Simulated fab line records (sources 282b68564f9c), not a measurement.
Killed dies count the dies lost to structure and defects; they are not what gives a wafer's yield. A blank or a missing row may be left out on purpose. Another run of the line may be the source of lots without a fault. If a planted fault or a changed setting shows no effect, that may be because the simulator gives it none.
A lot that was struck, set against a sound lot | flow rit-cmos | 21 steps out of a route of 202
Sound: the wafers L189.3, L189.4, L189.5. Wafers struck: L195.1, L195.3, L195.4. At the end, the cause is stated.
Each step with rows lists, per side, the tool, then ch with its chambers, then its first start. Under that, the readings that differ: sound wafers | struck wafers | difference of the means | sigmas: that difference in standard deviations of wafers without a fault.
alike: same words and numbers on both sides, and readings whose means sit less than 2 such deviations apart. not compared: any withheld reading, any reading some wafer has no value for, any bound like >300 that may hide the same value, and any number with overlapping values for which the record gives no deviation.
Wherever a step has rows on one side only, a row that says differs or no value, or a row with sigmas, the two part there. Numbers that don't overlap but have no deviation are shown without sigmas and don't part them. Lack of a reading on every wafer of one side parts them only where that side has two or more wafers.

RIT_GATE_CD_MEAS_16: the cd target is 150 nm.
  sound on cd-sem-01, day 4 15:15; struck on cd-sem-02, day 5 20:36
  alike: cd-nm
RIT_GATE_OVL_MEAS_17:
  sound on overlay-02, day 4 15:20; struck on overlay-02, day 5 20:43
  alike: GATE_OVL
then, 1 step without rows for these wafers: RIT_GATE_HARDBAKE_18 (time 60 s).
RIT_GATE_ETCH_19: etches poly-Si in SF6/CHF3/O2, stops on SiO2, time 165 s, target depth 312.5 nm.
  sound on rie-si-02 ch 1,2, day 4 15:31; struck on rie-si-02 ch 0,1,2, day 5 20:54
  alike: drypump-motor-current-A, oes-product-au, throttle-valve-pct
  not compared: rf-hours-counter-h
RIT_GATE_STRIP_20: strips in O2, time 180 s.
  sound on plasma-asher-03 ch 0,1, day 4 15:41; struck on plasma-asher-03 ch 0,1, day 5 21:01
  alike: drypump-motor-current-A
  not compared: rf-hours-counter-h
RIT_GATE_CD_MEAS_90: the cd target is 150 nm.
  sound on cd-sem-02, day 4 15:50; struck on cd-sem-02, day 5 21:11
  alike: cd-nm
then, 4 steps without rows for these wafers: RIT_REOX_CLEAN_00 (cleans in SC1, time 600 s); RIT_REOX_CLEAN_01 (cleans in dHF, time 30 s); RIT_REOX_CLEAN_02 (cleans in SC2, time 588.2 s); RIT_REOX_OXIDATION_03 (target thk 25.2 nm, ox time 5580 s).
RIT_REOX_THK_MEAS_04:
  sound on film-metro-01, day 4 19:02; struck on film-metro-01, day 6 00:20
  alike: REOX_OXIDE_THK
then, 1 step without rows for these wafers: RIT_NLDD_HMDS_00 (prime time 60 s).
RIT_NLDD_COAT_01: resist thk 1000 nm.
  sound on litho-track-03 ch 0, day 4 19:16; struck on litho-track-02 ch 0, day 6 00:33
  reading                                   | sound                | struck               | difference | sigmas
  spin-speed-rpm (rpm)                      | 3244.7 3247.6 3249.3 | 3198.3 3195.8 3196.0 | -50.5      | -20
  model.NOVOLAK_of_NLDD_COAT_01.thk-nm (nm) | 999.5 998.9 1002     | 1009 1008 1009       | +9         |
then, 4 steps without rows for these wafers: RIT_NLDD_SOFTBAKE_02 (time 60 s); RIT_NLDD_EXPOSE_03 (exposes mask M7, target cd 40700 nm); RIT_NLDD_PEB_04; RIT_NLDD_DEVELOP_05 (develop time 50 s).
RIT_NLDD_OVL_MEAS_06:
  sound on overlay-01, day 4 19:58; struck on overlay-01, day 6 01:22
  reading       | sound          | struck      | difference | sigmas
  NLDD_OVL (nm) | -2.4 -1.2 -1.5 | 1.4 3.2 1.0 | +3.6       | +3
RIT_NLDD_HARDBAKE_07: time 60 s.
  sound on litho-track-03 ch 0, day 4 20:02; struck on litho-track-03 ch 0, day 6 01:25
  reading                                   | sound             | struck          | difference | sigmas
  model.NOVOLAK_of_NLDD_COAT_01.thk-nm (nm) | 883.3 882.8 885.9 | 891.9 891.2 892 | +7.7       |
  alike: plate-temp-C
then, 1 step without rows for these wafers: RIT_NLDD_IMPLANT_08.
RIT_M1_PROBE_99:
  record: rows for the struck wafers here (prober-02, day 6 18:01), none for the sound ones

## WHERE THEY PART
Last at RIT_M1_PROBE_99 as far as this record goes, first at RIT_NLDD_COAT_01.

WHY: the cause the simulator had injected
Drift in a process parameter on litho-track-02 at RIT_NLDD_COAT_01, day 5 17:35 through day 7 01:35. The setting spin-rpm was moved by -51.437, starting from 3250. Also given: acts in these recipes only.
